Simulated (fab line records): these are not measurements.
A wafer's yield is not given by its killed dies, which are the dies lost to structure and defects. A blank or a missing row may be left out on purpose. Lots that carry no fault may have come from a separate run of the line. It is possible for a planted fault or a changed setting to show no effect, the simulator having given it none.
Split-lot experiment + flow berkeley-cmos170 + on a route of 331 steps: 5 lots, 23 wafers read

== THE SPLIT ==
At UCB170_V2_COAT_07 (resist thk 900 nm), the setting resist-thk-nm was moved away from the recipe's 900 nm on 7 of the 23 wafers read, by +2.0% to +3.5%. All remaining wafers had this setting at the recipe value.

== FROM THE SPLIT TO THE READING: what the file shows between them, 2 steps ==
- UCB170_V2_SOFTBAKE_08: time 60 s
- UCB170_V2_EXPOSE_09: exposes mask VIA2, target cd 700 nm

== THE READING ==
KrF_of_V2_COAT_07.thk-nm (the simulator's own value, which no gauge read), in nm, at UCB170_V2_ETCH_14 (etches SiO2 in CHF3/CF4/Ar, stops on Al, target depth 1250 nm, time 291 s). There is no usual value for it anywhere in the file. Here, 16 wafers ran the recipe; their average is 619.2 nm with a standard deviation of 3.5 nm.

| wafer  | tool, chamber at the split | resist-thk-nm as run, nm | against the recipe | KrF_of_V2_COAT_07.thk-nm, nm | against lot-mates on the recipe |
|--------|----------------------------|--------------------------|--------------------|------------------------------|---------------------------------|
| L077.1 | litho-track-03, 0          | 900                      | recipe             | 622.8                        | -                               |
| L077.2 | litho-track-03, 0          | 900                      | recipe             | 619.3                        | -                               |
| L077.4 | litho-track-03, 0          | 900                      | recipe             | 621                          | -                               |
| L077.5 | litho-track-03, 0          | 900                      | recipe             | 625                          | -                               |
| L077.6 | litho-track-03, 0          | 900                      | recipe             | 616                          | -                               |
| L080.1 | litho-track-01, 0          | 900                      | recipe             | 620.3                        | -                               |
| L080.2 | litho-track-01, 0          | 900                      | recipe             | 618.9                        | -                               |
| L080.4 | litho-track-01, 0          | 931.7                    | +3.5%              | 651.3                        | +32.1                           |
| L080.5 | litho-track-01, 0          | 931.7                    | +3.5%              | 653.4                        | +34.2                           |
| L080.6 | litho-track-01, 0          | 900                      | recipe             | 618.5                        | -                               |
| L082.1 | litho-track-01, 0          | 917.8                    | +2.0%              | 641                          | +24.4                           |
| L082.3 | litho-track-01, 0          | 917.8                    | +2.0%              | 635.1                        | +18.5                           |
| L082.4 | litho-track-01, 0          | 917.8                    | +2.0%              | 638                          | +21.4                           |
| L082.5 | litho-track-01, 0          | 900                      | recipe             | 611.8                        | -                               |
| L082.6 | litho-track-01, 0          | 900                      | recipe             | 621.5                        | -                               |
| L085.1 | litho-track-02, 0          | 929.7                    | +3.3%              | 648                          | +31.6                           |
| L085.2 | litho-track-02, 0          | 900                      | recipe             | 611.7                        | -                               |
| L085.3 | litho-track-02, 0          | 900                      | recipe             | 619.1                        | -                               |
| L085.4 | litho-track-02, 0          | 900                      | recipe             | 618.3                        | -                               |
| L085.5 | litho-track-02, 0          | 929.7                    | +3.3%              | 649.2                        | +32.8                           |
| L084.1 | litho-track-03, 0          | 900                      | recipe             | 622.3                        | -                               |
| L084.5 | litho-track-03, 0          | 900                      | recipe             | 622.4                        | -                               |
| L084.6 | litho-track-03, 0          | 900                      | recipe             | 617.6                        | -                               |

FIT RESULTS
A straight line over all 23 wafers: KrF_of_V2_COAT_07.thk-nm changes by +9.25 nm for each +1% of resist-thk-nm; r = +0.97; the points scatter about the line by 3.3 nm.
The same after taking each lot's own level away (the mean of its wafers on the recipe; 23 wafers): +9.77 nm for each +1%; r = +0.98; scatter 2.9 nm.
According to that fit, moving resist-thk-nm by its largest amount changes the reading by 34 nm.
Across the lots, their own levels run from 616.37 to 620.82 nm, a range of 1.3 times the standard deviation given above.
The two slopes are in agreement: the lot-to-lot level therefore moves the slope only a little.
Check: with one of the wafers moved furthest among these (+3.5%) left out of the fit, the line predicts +35.3 nm for it against its lot-mates. It came out at +32.1 nm against them.

== OTHER SPLITS APPLIED TO THESE WAFERS ==
Note: prior to the reading, these wafers also went through further splits. Each is held against what the fit with the lots' levels taken away leaves over:
| other split on the same wafers | wafers away from the commonest value | r with KrF_of_V2_COAT_07.thk-nm (lot level and that fit taken away) |
|--------------------------------|--------------------------------------|---------------------------------------------------------------------|
| UCB170_M2_SPUTTER_01 power-w   | 7                                    | -0.10                                                               |

== THE WHOLE CHAIN: every reading that the file lists as answering this split, in the file's order ==
| step               | what it does                                                              | reading                                                                   | change (the file's fit)              | r (the file's) |
|--------------------|---------------------------------------------------------------------------|---------------------------------------------------------------------------|--------------------------------------|----------------|
| UCB170_V2_COAT_07  | resist thk 900 nm                                                         | KrF_of_V2_COAT_07.thk-nm (the simulator's own value, which no gauge read) | +9.04 nm for each +1% of the setting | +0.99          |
| UCB170_V2_ETCH_14  | etches SiO2 in CHF3/CF4/Ar, stops on Al, target depth 1250 nm, time 291 s | KrF_of_V2_COAT_07.thk-nm (the simulator's own value, which no gauge read) | +9.74 nm for each +1% of the setting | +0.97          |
| UCB170_V2_STRIP_15 | strips in O2                                                              | strip-time-to-endpoint-s                                                  | withheld for each +1% of the setting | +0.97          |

== THE FILE'S OWN FIT ==
KrF_of_V2_COAT_07.thk-nm changes by +9.74 nm for each +1% of resist-thk-nm, r = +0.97.
